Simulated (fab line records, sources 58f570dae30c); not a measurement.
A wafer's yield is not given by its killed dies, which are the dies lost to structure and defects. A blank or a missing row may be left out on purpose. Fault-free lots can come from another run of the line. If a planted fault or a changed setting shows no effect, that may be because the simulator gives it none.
Tool commonality check ; flow berkeleyCmos170 ; Sampled: 14 lots, 42 wafers

WHY IT WAS OPENED
At UCB170_PWELL_TW_MEAS_17 the reading PWELL_TW is flagged on 2 of 14 lots. Wafers without a fault read 379, standard deviation 4.3.
Rule: a lot is flagged when every wafer of it that has a number lies more than 4 standard deviations from that mean, or none has a number. All remaining lots are regarded as sound.

lot;measured;on;PWELL_TW, wafer by wafer;flag
L280;day 3 03:32;filmMetro-02;377 378 376;
L282;day 3 14:02;filmMetro-03;375 377 375;
L281;day 3 14:18;filmMetro-02;378 377 378;
L284;day 4 04:00;filmMetro-02;376 375 378;
L285;day 4 08:33;filmMetro-02;375 376 375;
L286;day 4 12:44;filmMetro-03;376 376 375;
L287;day 5 00:31;filmMetro-02;375 376 374;
L291;day 5 16:02;filmMetro-02;456 454 457;FLAGGED
L293;day 5 20:03;filmMetro-02;455 457 455;FLAGGED
L297;day 6 15:14;filmMetro-01;380 382 380;
L299;day 6 15:31;filmMetro-01;382 382 384;
L300;day 7 02:58;filmMetro-01;385 384 386;
L301;day 7 14:52;filmMetro-03;373 373 374;
L303;day 8 03:21;filmMetro-01;385 384 386;
Average over the flagged lots: 456; offset from the usual +77, equal to +18 standard deviations.

TOOL THAT RAN EACH LOT
The record keeps 1 process step preceding the reading, out of 331 steps on the route. Each cell gives the tool, then ch followed by the chambers the sampled wafers passed through, then the start.
lot;flag;UCB170_PWELL_IMPLANT_15
L280;;implanter-04 ch 0, day 3 03:17
L282;;implanter-03 ch 0, day 3 13:49
L281;;implanter-04 ch 0, day 3 14:04
L284;;implanter-01 ch 0, day 4 03:47
L285;;implanter-04 ch 0, day 4 08:18
L286;;implanter-01 ch 0, day 4 12:29
L287;;implanter-03 ch 0, day 5 00:14
L291;FLAGGED;implanter-04 ch 0, day 5 15:49
L293;FLAGGED;implanter-04 ch 0, day 5 19:48
L297;;implanter-03 ch 0, day 6 15:01
L299;;implanter-03 ch 0, day 6 15:16
L300;;implanter-01 ch 0, day 7 02:43
L301;;implanter-03 ch 0, day 7 14:38
L303;;implanter-03 ch 0, day 8 03:07
These steps, and what they do:
- UCB170_PWELL_IMPLANT_15
- UCB170_PWELL_TW_MEAS_17

FLAGGED AGAINST TOTAL, ONE TOOL AT A TIME (gauges that did the reading follow at the end)
step;tool;lots run;flagged;share of the flagged lots;sound lots run after its first flagged lot
UCB170_PWELL_IMPLANT_15;implanter-01;3;0;none;-
UCB170_PWELL_IMPLANT_15;implanter-03;6;0;none;-
UCB170_PWELL_IMPLANT_15;implanter-04;5;2;all;0
UCB170_PWELL_TW_MEAS_17;filmMetro-01;4;0;none;-
UCB170_PWELL_TW_MEAS_17;filmMetro-02;7;2;all;0
UCB170_PWELL_TW_MEAS_17;filmMetro-03;3;0;none;-

WHAT THE TABLE ALLOWS
implanter-04 at UCB170_PWELL_IMPLANT_15 and filmMetro-02 at UCB170_PWELL_TW_MEAS_17 are the 2 rows of the table that ran each flagged lot.
- implanter-04 at UCB170_PWELL_IMPLANT_15 ran 5 lots, 2 of them flagged. It ran its last sound lot, L285, at day 4 08:18 and its first flagged lot, L291, at day 5 15:49: a fault with its onset between the two fits. Its own readings (doseIonsCm2, faradayCurrentUA) fall more than 4 standard deviations out on all wafers of the flagged lots.
- filmMetro-02 at UCB170_PWELL_TW_MEAS_17 ran 7 lots, 2 of them flagged. It ran its last sound lot, L287, at day 5 00:31 and its first flagged lot, L291, at day 5 16:02: a fault with its onset between the two fits.
Because each of these 2 tools fits a fault that began at some hour, counting lots does not separate them. More lots, or a look at what each step does to the wafer, might.

WHAT THE SIMULATOR HAD INSERTED
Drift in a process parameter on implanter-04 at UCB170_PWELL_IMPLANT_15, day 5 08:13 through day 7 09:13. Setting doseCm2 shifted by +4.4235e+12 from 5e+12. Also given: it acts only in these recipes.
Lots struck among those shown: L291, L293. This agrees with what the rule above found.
